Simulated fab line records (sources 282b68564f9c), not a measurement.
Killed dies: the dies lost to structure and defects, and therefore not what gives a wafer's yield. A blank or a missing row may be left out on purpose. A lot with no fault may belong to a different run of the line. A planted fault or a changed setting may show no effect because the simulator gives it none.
Split-lot trial | flow ritCmos | on a route of 202 steps: 5 lots, 23 wafers read

## THE SPLIT
At RIT_ACTIVE_CVD_03 (deposits Si3N4 from SiH2Cl2/NH3, target thk 150 nm, time 1500 s), the setting tempC was moved away from the recipe's 810 C on 10 of the 23 wafers read, by +2.5% to +2.9%. All remaining wafers had this setting at the recipe value.

## FROM THE SPLIT TO THE READING: what the file shows between them, 3 steps
- RIT_ACTIVE_THK_MEAS_04
- RIT_ACTIVE_DEVELOP_10: develop time 50 s (also split here: devTempC)
- RIT_ACTIVE_HARDBAKE_12: time 60 s

## THE READING
oesProductAu, in a.u., at RIT_ACTIVE_ETCH_13 (etches Si3N4 in SF6, stops on SiO2, time 210 s, target depth 210 nm). Typical for fault-free wafers on this fab line: 0.814 a.u., with standard deviation 0.017 a.u.

wafer  | tool, chamber at the split | tempC as run, C | against the recipe | oesProductAu, a.u. | against lot-mates on the recipe
L074.1 | -, -                       | 830.5           | +2.5%              | 0.952              | no lot-mate on the recipe
L074.2 | -, -                       | 830.5           | +2.5%              | 0.999              | no lot-mate on the recipe
L074.3 | -, -                       | 830.5           | +2.5%              | 0.976              | no lot-mate on the recipe
L074.5 | -, -                       | 830.5           | +2.5%              | 0.980              | no lot-mate on the recipe
L074.6 | -, -                       | 830.5           | +2.5%              | 0.951              | no lot-mate on the recipe
L079.1 | -, -                       | 810             | recipe             | 0.804              | -
L079.2 | -, -                       | 810             | recipe             | 0.823              | -
L079.3 | -, -                       | 810             | recipe             | 0.814              | -
L079.4 | -, -                       | 810             | recipe             | 0.813              | -
L079.6 | -, -                       | 810             | recipe             | 0.824              | -
L080.1 | -, -                       | 810             | recipe             | 0.828              | -
L080.2 | -, -                       | 810             | recipe             | 0.842              | -
L080.4 | -, -                       | 810             | recipe             | 0.836              | -
L080.5 | -, -                       | 810             | recipe             | 0.809              | -
L080.6 | -, -                       | 810             | recipe             | 0.836              | -
L082.1 | -, -                       | 833.2           | +2.9%              | 0.996              | no lot-mate on the recipe
L082.3 | -, -                       | 833.2           | +2.9%              | 0.947              | no lot-mate on the recipe
L082.4 | -, -                       | 833.2           | +2.9%              | 1.015              | no lot-mate on the recipe
L082.5 | -, -                       | 833.2           | +2.9%              | 0.984              | no lot-mate on the recipe
L082.6 | -, -                       | 833.2           | +2.9%              | 1.020              | no lot-mate on the recipe
L083.1 | lpcvd-02, 0                | 810             | recipe             | 0.812              | -
L083.3 | lpcvd-02, 0                | 810             | recipe             | 0.840              | -
L083.5 | lpcvd-02, 0                | 810             | recipe             | 0.831              | -

FIT RESULTS
A straight line over all 23 wafers: oesProductAu changes by +0.0586 a.u. for each +1% of tempC; r = +0.98; the points scatter about the line by 0.018 a.u.
Too few moved wafers with a lot-mate on the recipe to fit a line net of each lot's own level.

## THE WHOLE CHAIN: every reading that the file lists as answering this split, in the file's order
step                   | what it does                                                        | reading                                                                       | change (the file's fit)                  | r (the file's)
RIT_ACTIVE_CVD_03      | deposits Si3N4 from SiH2Cl2/NH3, target thk 150 nm, time 1500 s     | Si3N4_of_ACTIVE_CVD_03.thkNm (the simulator's own value, which no gauge read) | +25.5 nm for each +1% of the setting     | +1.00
RIT_ACTIVE_THK_MEAS_04 |                                                                     | ACTIVE_NITRIDE_THK                                                            | +25.5 for each +1% of the setting        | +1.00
RIT_ACTIVE_ETCH_13     | etches Si3N4 in SF6, stops on SiO2, time 210 s, target depth 210 nm | oesProductAu                                                                  | +0.0586 a.u. for each +1% of the setting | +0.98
RIT_FOX2_OXIDATION_00  | target thk 350.7 nm, ox time 1130 s                                 | Si3N4_of_ACTIVE_CVD_03.thkNm (the simulator's own value, which no gauge read) | +25.2 nm for each +1% of the setting     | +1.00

## FILE'S OWN FIT
oesProductAu changes by +0.0586 a.u. for each +1% of tempC, r = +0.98.
